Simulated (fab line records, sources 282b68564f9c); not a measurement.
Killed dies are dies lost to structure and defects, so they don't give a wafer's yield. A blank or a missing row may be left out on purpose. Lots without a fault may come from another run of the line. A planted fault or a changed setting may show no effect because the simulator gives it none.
Split-lot experiment | flow rit_cmos | 5 lots, 23 wafers read, on a route of 202 steps

THE SPLIT
At RIT_PWELL_COAT_01 (resist thk 1300 nm), the setting spin_rpm was moved away from the recipe's 2000 rpm on 10 of the 23 wafers read, by -5.8% to +4.4%. The other wafers ran this setting at the recipe's value.

FROM THE SPLIT TO THE READING: what the file shows between them, 3 steps
- RIT_PWELL_SOFTBAKE_02: time 57.01 s
- RIT_PWELL_EXPOSE_03: exposes mask M3, target cd 43700 nm
- RIT_PWELL_DEVELOP_05: develop time 68 s

THE READING
NOVOLAK_of_PWELL_COAT_01.thk_nm (the simulator's own value, which no gauge read), in nm, at RIT_PWELL_HARDBAKE_07 (time 120 s). The file gives no usual value for it. The 13 wafers here that ran the recipe average 1139 nm, standard deviation 4.2 nm.

wafer  | tool, chamber at the split | spin_rpm as run, rpm | against the recipe | NOVOLAK_of_PWELL_COAT_01.thk_nm, nm | against lot-mates on the recipe
L075.1 | litho_track-03, 0          | 2000                 | recipe             | 1145                                | -
L075.2 | litho_track-03, 0          | 2000                 | recipe             | 1143                                | -
L075.4 | litho_track-03, 0          | 2000                 | recipe             | 1142                                | -
L075.5 | litho_track-03, 0          | 1883                 | -5.8%              | 1177                                | +34
L075.6 | litho_track-03, 0          | 1883                 | -5.8%              | 1181                                | +38
L076.2 | litho_track-02, 0          | 2000                 | recipe             | 1134                                | -
L076.3 | litho_track-02, 0          | 2000                 | recipe             | 1136                                | -
L076.4 | litho_track-02, 0          | 1949                 | -2.5%              | 1151                                | +17
L076.5 | litho_track-02, 0          | 1949                 | -2.5%              | 1148                                | +14
L076.6 | litho_track-02, 0          | 2000                 | recipe             | 1132                                | -
L080.1 | litho_track-03, 0          | 2088                 | +4.4%              | 1112                                | -27
L080.2 | litho_track-03, 0          | 2000                 | recipe             | 1138                                | -
L080.3 | litho_track-03, 0          | 2000                 | recipe             | 1140                                | -
L080.4 | litho_track-03, 0          | 2088                 | +4.4%              | 1111                                | -28
L080.5 | litho_track-03, 0          | 2088                 | +4.4%              | 1115                                | -24
L082.1 | litho_track-02, 0          | 2000                 | recipe             | 1134                                | -
L082.3 | litho_track-02, 0          | 2000                 | recipe             | 1135                                | -
L082.6 | litho_track-02, 0          | 2000                 | recipe             | 1136                                | -
L084.1 | litho_track-01, 0          | 1921                 | -3.9%              | 1167                                | +24
L084.2 | litho_track-01, 0          | 2000                 | recipe             | 1142                                | -
L084.3 | litho_track-01, 0          | 1921                 | -3.9%              | 1169                                | +26
L084.5 | litho_track-01, 0          | 2000                 | recipe             | 1144                                | -
L084.6 | litho_track-01, 0          | 1921                 | -3.9%              | 1166                                | +23

THE FIT
A straight line over all 23 wafers: NOVOLAK_of_PWELL_COAT_01.thk_nm changes by -6.46 nm for each +1% of spin_rpm; r = -0.98; the points scatter about the line by 4.2 nm.
The same after taking each lot's own level away (the mean of its wafers on the recipe; 23 wafers): -6.07 nm for each +1%; r = -1.00; scatter 1.5 nm.
On that fit, the largest move of spin_rpm shifts the reading by 35 nm.
The lots' own levels span 1134.0 to 1143.3 nm, that is 2.2 times the standard deviation above.
So the lot-to-lot level changes the slope little: the two slopes agree.
Check: with one of the wafers moved furthest among these (-5.8%) left out of the fit, the line predicts +36.1 nm for it against its lot-mates. It came out at +33.7 nm against them.

OTHER SPLITS ON THESE WAFERS
These wafers also went through other splits before the reading. Each is held against what the fit with the lots' levels taken away leaves over:
other split on the same wafers   | wafers away from the commonest value | r with NOVOLAK_of_PWELL_COAT_01.thk_nm (lot level and that fit taken away)
RIT_ACTIVE_COAT_06 resist_thk_nm | 9                                    | +0.07
RIT_FOX2_OXIDATION_00 temp_c     | 15                                   | +0.03
RIT_NWELL_IMPLANT_08 dose_cm2    | 10                                   | -0.01

THE WHOLE CHAIN: every reading that the file lists as answering this split, in the file's order
step                  | what it does       | reading                                                                          | change (the file's fit)              | r (the file's)
RIT_PWELL_COAT_01     | resist thk 1300 nm | NOVOLAK_of_PWELL_COAT_01.thk_nm (the simulator's own value, which no gauge read) | -7.1 nm for each +1% of the setting  | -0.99
RIT_PWELL_HARDBAKE_07 | time 120 s         | NOVOLAK_of_PWELL_COAT_01.thk_nm (the simulator's own value, which no gauge read) | -6.11 nm for each +1% of the setting | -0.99

THE FILE'S OWN FIT
NOVOLAK_of_PWELL_COAT_01.thk_nm changes by -6.11 nm for each +1% of spin_rpm, r = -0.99.
